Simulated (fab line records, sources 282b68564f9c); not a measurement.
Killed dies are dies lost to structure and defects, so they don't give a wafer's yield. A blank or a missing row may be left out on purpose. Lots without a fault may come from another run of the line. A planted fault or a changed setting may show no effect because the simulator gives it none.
fab line records | flow rit_cmos
record lots=5 wafers=15 last_day=7
route steps=202 shown PWELL@44 WELLDRIVE@50 NWELL@51 NRETRO@53 PRETRO@64 GATE@75
lots that met no fault: from a run of the same line without faults
start_h: hours from the record's first day to the start of the lot's first wafer shown | wait_h: hours since the lot's step before | " the same as in the row above | L1.1+2: a row that stands for several wafers | - no value, or no start given | * or withheld: withheld | < > ~ a bound
route shown NAME@n: a module of which the file shows steps, and the number in the route of the first | usual: mean/standard deviation of fault-free wafers | same: alike in all rows | chamber/n: place in a boat | sites: the reading at each site | _std_site: their standard deviation | _edge_site: outer sites' mean less inner sites' | radius_mm: how far each site lies from the wafer's centre | mask NAME#n: copy n | behind: the tool/chamber that last shaped the wafer | hold: why the lot was held/for how many hours/how that ended | device: the transistor (n, p or np) that didn't switch | end of line: the same wafers' tests at the end of the route | a step without rows: its recipe alone | killed: dies lost to structure and defects at the first sort, not the wafer's yield | map: a wafer's dies, x killed, . not, _ none there
set.NAME: the setting as run; set.NAME@STEP: as run at that earlier step | model.NAME: the simulator's own value behind a step, which no gauge read
lots at some steps of the route; a table a step, a row a wafer
services: from which hour (start_h, from the record's first day; less than 0 if before it) a tool's chamber was out of use, for how many hours, and why
## steps
# step RIT_PWELL_DEVELOP_05
# recipe resist=NOVOLAK develop_time_s=68 dev_temp_c=23
# step RIT_PWELL_OVL_MEAS_06
# usual PWELL_OVL=-0.2/1.6
# columns lot.wafer tool chamber start_h wait_h PWELL_OVL[nm]
L740.1 overlay-02 - 42.84 - -1.7
L740.3 " - " " -3.2
L740.4 " - " " -0.9
L748.1 overlay-01 - 84.78 - -2.7
L748.2 " - " " -2.3
L748.6 " - " " -3.3
L749.1 overlay-01 - 90.50 - 0.6
L749.3 " - " " -0.3
L749.5 " - " " -0.4
L754.2 overlay-02 - 114.60 - 0.6
L754.3 " - " " -0.7
L754.6 " - " " -1.1
L759.1 overlay-02 - 138.68 - 1.3
L759.2 " - " " 1.9
L759.6 " - " " 2.0
# step RIT_PWELL_HARDBAKE_07
# recipe resist=NOVOLAK temp_c=140 time_s=120
# step RIT_PWELL_IMPLANT_08
# recipe species=B energy_kev=170 dose_cm2=7e+13 tilt_deg=7
# step RIT_PWELL_STRIP_09
# recipe chemistry=O2 time_s=180 resist=NOVOLAK platen_temp_c=withheld power_w=500 pressure_mtorr=4000 o2_flow_sccm=4000
# usual drypump_motor_current_A=5.7/0.65
# columns lot.wafer tool chamber start_h wait_h drypump_motor_current_A rf_hours_counter_h
L740.1 plasma_asher-04 0 43.28 0.1 5.0 41
L740.3 " 1 " " 6.5 -
L740.4 " 0 " " 5.0 -
L748.1 plasma_asher-04 0 85.22 0.1 5.0 45
L748.2 " 1 " " 6.6 45
L748.6 " 1 " " 6.6 -
L749.1 plasma_asher-04 1 90.93 0.1 6.5 46
L749.3 " 0 " " 5.0 -
L749.5 " 0 " " 5.0 -
L754.2 plasma_asher-04 1 115.03 0.1 6.6 48
L754.3 " 1 " " 6.6 -
L754.6 " 0 " " 5.0 -
L759.1 plasma_asher-02 0 139.12 0.1 5.3 2
L759.2 " 1 " " 6.2 2
L759.6 " 1 " " 6.2 -
# step RIT_PWELL_TW_MEAS_10
# usual PWELL_TW=949/5.4
# columns lot.wafer tool chamber start_h wait_h PWELL_TW
L740.1 film_metro-01 - 43.45 0.1 945
L740.3 " - " " 947
L740.4 " - " " 945
L748.1 film_metro-03 - 85.39 0.1 939
L748.2 " - " " 946
L748.6 " - " " 942
L749.1 film_metro-04 - 91.11 0.1 946
L749.3 " - " " 949
L749.5 " - " " 951
L754.2 film_metro-03 - 115.21 0.1 948
L754.3 " - " " 948
L754.6 " - " " 948
L759.1 film_metro-04 - 139.29 0.1 958
L759.2 " - " " 951
L759.6 " - " " 957
# step RIT_WELLDRIVE_ANNEAL_00
# recipe temp_c=1100 time_s=14700 ambient=N2
# step RIT_WELLDRIVE_RS_MEAS_01
# recipe thk_meas_gauge=four-point-probe
# usual NWELL_RS=275.1/0.76
# columns lot.wafer tool chamber start_h wait_h NWELL_RS[ohm/sq]
L740.1 film_metro-04 - 48.60 0.0 273.9
L740.3 " - " " 274.4
L740.4 " - " " 274.0
L748.1 film_metro-03 - 92.14 0.0 274.4
L748.2 " - " " 274.4
L748.6 " - " " 275.4
L749.1 film_metro-03 - 97.47 0.0 273.9
L749.3 " - " " 274.5
L749.5 " - " " 274.3
L754.2 film_metro-04 - 123.66 0.0 276.4
L754.3 " - " " 276.2
L754.6 " - " " 275.9
L759.1 film_metro-04 - 144.44 0.0 275.6
L759.2 " - " " 274.4
L759.6 " - " " 273.7
# step RIT_WELLDRIVE_RS_MEAS_02
# recipe thk_meas_gauge=four-point-probe
# usual PWELL_RS=428.7/1
# columns lot.wafer tool chamber start_h wait_h PWELL_RS[ohm/sq]
L740.1 film_metro-04 - 48.72 0.1 430.1
L740.3 " - " " 430.2
L740.4 " - " " 429.5
L748.1 film_metro-03 - 92.26 0.1 429.9
L748.2 " - " " 428.4
L748.6 " - " " 429.1
L749.1 film_metro-03 - 97.59 0.1 428.5
L749.3 " - " " 428.3
L749.5 " - " " 431.4
L754.2 film_metro-04 - 123.78 0.1 428.6
L754.3 " - " " 429.2
L754.6 " - " " 427.8
L759.1 film_metro-04 - 144.56 0.1 427.5
L759.2 " - " " 426.7
L759.6 " - " " 427.4
# step RIT_NRETRO_HMDS_00
# recipe prime_time_s=60 prime_temp_c=140
# step RIT_NRETRO_COAT_01
# recipe resist=NOVOLAK spin_rpm=2000 resist_thk_nm=1300
# step RIT_NRETRO_SOFTBAKE_02
# recipe resist=NOVOLAK temp_c=90 time_s=60
# step RIT_NRETRO_EXPOSE_03
# recipe mask_id=M4 na=0.57 target_cd_nm=43900 dose_mj=250
# usual exposure_dose_mJ_cm2=249.98/0.25
# columns lot.wafer tool chamber start_h wait_h mask exposure_dose_mJ_cm2
L740.1 iline_stepper-02 0 49.41 0.2 M4#0 250.02
L740.3 " 0 " " M4#0 250.40
L740.4 " 0 " " M4#0 249.68
L748.1 iline_stepper-01 0 92.83 0.1 M5#0 249.69
L748.2 " 0 " " M5#0 249.80
L748.6 " 0 " " M5#0 249.60
L749.1 iline_stepper-02 0 98.28 0.2 M4#0 249.85
L749.3 " 0 " " M4#0 249.72
L749.5 " 0 " " M4#0 249.96
L754.2 iline_stepper-01 0 124.35 0.1 M4#0 250.05
L754.3 " 0 " " M4#0 250.25
L754.6 " 0 " " M4#0 249.89
L759.1 iline_stepper-01 0 145.31 0.1 M4#0 250.39
L759.2 " 0 " " M4#0 250.24
L759.6 " 0 " " M4#0 250.31
# step RIT_NRETRO_PEB_04
# recipe resist=NOVOLAK temp_c=withheld time_s=withheld
# step RIT_NRETRO_DEVELOP_05
# recipe resist=NOVOLAK develop_time_s=68 dev_temp_c=23
# step RIT_NRETRO_OVL_MEAS_06
# usual NRETRO_OVL=-0.4/1.3
# columns lot.wafer tool chamber start_h wait_h NRETRO_OVL[nm]
L740.1 overlay-01 - 49.84 - -0.8
L740.3 " - " " 0.1
L740.4 " - " " 0.1
L748.1 overlay-02 - 93.26 - -
L748.2 " - " " -
L748.6 " - " " -
L749.1 overlay-01 - 98.71 - 2.1
L749.3 " - " " 0.8
L749.5 " - " " 1.9
L754.2 overlay-02 - 124.85 - 1.0
L754.3 " - " " 0.1
L754.6 " - " " -0.2
L759.1 overlay-01 - 145.74 - -1.0
L759.2 " - " " -1.4
L759.6 " - " " 0.0
# step RIT_NRETRO_HARDBAKE_07
# recipe resist=NOVOLAK temp_c=140 time_s=120
# step RIT_NRETRO_IMPLANT_08
# recipe species=P energy_kev=70 dose_cm2=1e+13 tilt_deg=7
# step RIT_NRETRO_STRIP_09
# recipe chemistry=O2 time_s=180 resist=NOVOLAK platen_temp_c=withheld power_w=500 pressure_mtorr=4000 o2_flow_sccm=4000
# usual drypump_motor_current_A=5.6/0.56
# columns lot.wafer tool chamber start_h wait_h drypump_motor_current_A rf_hours_counter_h
L740.1 plasma_asher-02 0 50.28 0.1 5.3 40
L740.3 " 0 " " 5.3 -
L740.4 " 1 " " 6.2 -
L748.1 plasma_asher-03 0 93.69 0.1 6.3 43
L748.2 " 1 " " 5.0 43
L748.6 " 0 " " 6.3 -
L749.1 plasma_asher-03 0 99.15 0.1 6.3 44
L749.3 " 1 " " 5.1 -
L749.5 " 1 " " 5.0 -
L754.2 plasma_asher-01 0 125.28 0.1 5.2 33
L754.3 " 1 " " 4.8 -
L754.6 " 1 " " 4.8 -
L759.1 plasma_asher-02 1 146.18 0.1 6.1 3
L759.2 " 0 " " 5.3 3
L759.6 " 1 " " 6.2 -
# step RIT_NRETRO_TW_MEAS_10
# usual NRETRO_TW=1052/9.6
# columns lot.wafer tool chamber start_h wait_h NRETRO_TW
L740.1 film_metro-01 - 50.45 0.1 1055
L740.3 " - " " 1049
L740.4 " - " " 1054
L748.1 film_metro-02 - 93.87 0.1 30
L748.2 " - " " 30
L748.6 " - " " 30
L749.1 film_metro-03 - 99.33 0.1 1046
L749.3 " - " " 1042
L749.5 " - " " 1045
L754.2 film_metro-02 - 125.46 0.1 1069
L754.3 " - " " 1064
L754.6 " - " " 1064
L759.1 film_metro-03 - 146.35 0.1 1042
L759.2 " - " " 1047
L759.6 " - " " 1043
# step RIT_PRETRO_HMDS_00
# recipe prime_time_s=60 prime_temp_c=140
# step RIT_PRETRO_COAT_01
# recipe resist=NOVOLAK spin_rpm=2000 resist_thk_nm=1300
# step RIT_PRETRO_SOFTBAKE_02
# recipe resist=NOVOLAK temp_c=90 time_s=60
# step RIT_PRETRO_EXPOSE_03
# recipe mask_id=M5 na=0.57 target_cd_nm=43700 dose_mj=250
# step RIT_PRETRO_PEB_04
# recipe resist=NOVOLAK temp_c=withheld time_s=withheld
# step RIT_PRETRO_DEVELOP_05
# recipe resist=NOVOLAK develop_time_s=68 dev_temp_c=23
# step RIT_PRETRO_OVL_MEAS_06
# usual PRETRO_OVL=-1.2/1.2
# columns lot.wafer tool chamber start_h wait_h PRETRO_OVL[nm]
L740.1 overlay-02 - 51.39 - 0.1
L740.3 " - " " -1.8
L740.4 " - " " 0.4
L748.1 overlay-01 - 94.93 - -2.5
L748.2 " - " " -2.6
L748.6 " - " " -2.2
L749.1 overlay-01 - 100.27 - -2.5
L749.3 " - " " -3.8
L749.5 " - " " -1.7
L754.2 overlay-02 - 126.56 - -1.9
L754.3 " - " " -0.5
L754.6 " - " " 0.3
L759.1 overlay-02 - 147.42 - -1.6
L759.2 " - " " -1.1
L759.6 " - " " -3.2
# step RIT_PRETRO_HARDBAKE_07
# recipe resist=NOVOLAK temp_c=140 time_s=120
# step RIT_PRETRO_IMPLANT_08
# recipe species=B energy_kev=45 dose_cm2=1.2e+13 tilt_deg=7
# step RIT_PRETRO_STRIP_09
# recipe chemistry=O2 time_s=180 resist=NOVOLAK platen_temp_c=withheld power_w=500 pressure_mtorr=4000 o2_flow_sccm=4000
# usual drypump_motor_current_A=5.4/0.68
# columns lot.wafer tool chamber start_h wait_h drypump_motor_current_A rf_hours_counter_h
L740.1 plasma_asher-01 1 51.83 0.1 4.8 26
L740.3 " 0 " " 5.2 -
L740.4 " 1 " " 4.8 -
L748.1 plasma_asher-04 1 95.48 0.1 6.5 46
L748.2 " 0 " " 5.0 46
L748.6 " 0 " " 5.0 -
L749.1 plasma_asher-04 1 100.70 0.1 6.5 47
L749.3 " 0 " " 5.0 -
L749.5 " 0 " " 5.0 -
L754.2 plasma_asher-04 1 127.11 0.1 6.6 49
L754.3 " 1 " " 6.6 -
L754.6 " 0 " " 5.0 -
L759.1 plasma_asher-01 0 147.85 0.1 5.2 35
L759.2 " 1 " " 4.8 35
L759.6 " 0 " " 5.2 -
# step RIT_PRETRO_TW_MEAS_10
# usual PRETRO_TW=477/3.6
# columns lot.wafer tool chamber start_h wait_h PRETRO_TW
L740.1 film_metro-01 - 52.00 0.1 474
L740.3 " - " " 476
L740.4 " - " " 475
L748.1 film_metro-04 - 95.65 0.1 1074
L748.2 " - " " 1070
L748.6 " - " " 1070
L749.1 film_metro-04 - 100.88 0.1 477
L749.3 " - " " 476
L749.5 " - " " 477
L754.2 film_metro-02 - 127.29 0.1 482
L754.3 " - " " 479
L754.6 " - " " 481
L759.1 film_metro-04 - 148.03 0.1 477
L759.2 " - " " 477
L759.6 " - " " 474
# step RIT_GATE_WET_ETCH_00
# recipe chemistry=BOE target=SiO2 target_depth_nm=56 time_s=60 dry=n2_spin dilution=10:1 temp_c=21.5
## services
# columns tool chamber start_h hours kind
plasma_asher-04 - 39.45 0.6 repair
plasma_asher-01 - 73.99 2.6 repair
iline_stepper-02 - 78.97 5.7 repair
iline_stepper-01 - 90.59 1.7 pm
plasma_asher-02 - 108.75 9.0 pm
plasma_asher-02 0 108.75 9.0 vent_cycle
plasma_asher-02 1 108.75 9.0 vent_cycle
plasma_asher-03 - 111.94 2.0 repair
plasma_asher-02 0 117.75 - clean
plasma_asher-02 1 117.75 - clean
plasma_asher-01 - 137.35 4.3 pm
plasma_asher-03 - 139.40 2.8 pm
## key
first_sign step=RIT_NRETRO_EXPOSE_03 reading=mask direction=changed
effect step=RIT_NRETRO_OVL_MEAS_06 reading=NRETRO_OVL direction=missing
effect step=RIT_NRETRO_TW_MEAS_10 reading=NRETRO_TW direction=down sigmas=99+ usual=1052 struck=30
effect step=RIT_PRETRO_TW_MEAS_10 reading=PRETRO_TW direction=up sigmas=99+ usual=477 struck=1071
met_at RIT_NRETRO_EXPOSE_03
struck_wafers L748.1,L748.2,L748.6
sort_left_out L748.1,L748.2,L748.6
tester_left_out L748
fault kind=wrong_mask tool=any chamber=- onset_h=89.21 steps=RIT_NRETRO_EXPOSE_03 aux_copy=M5#0 scope=struck_lots_only
# tester_left_out: of these lots the tester's yield and bins aren't shown, on N5 and GAA mostly nor the transistor test; their killed dies are dies lost to structure and defects alone, not to doping, threshold or leakage, so they don't give the yield
# sort_left_out: the simulated sort isn't trusted on such a fault, so these wafers' sort isn't shown, and their yield isn't known
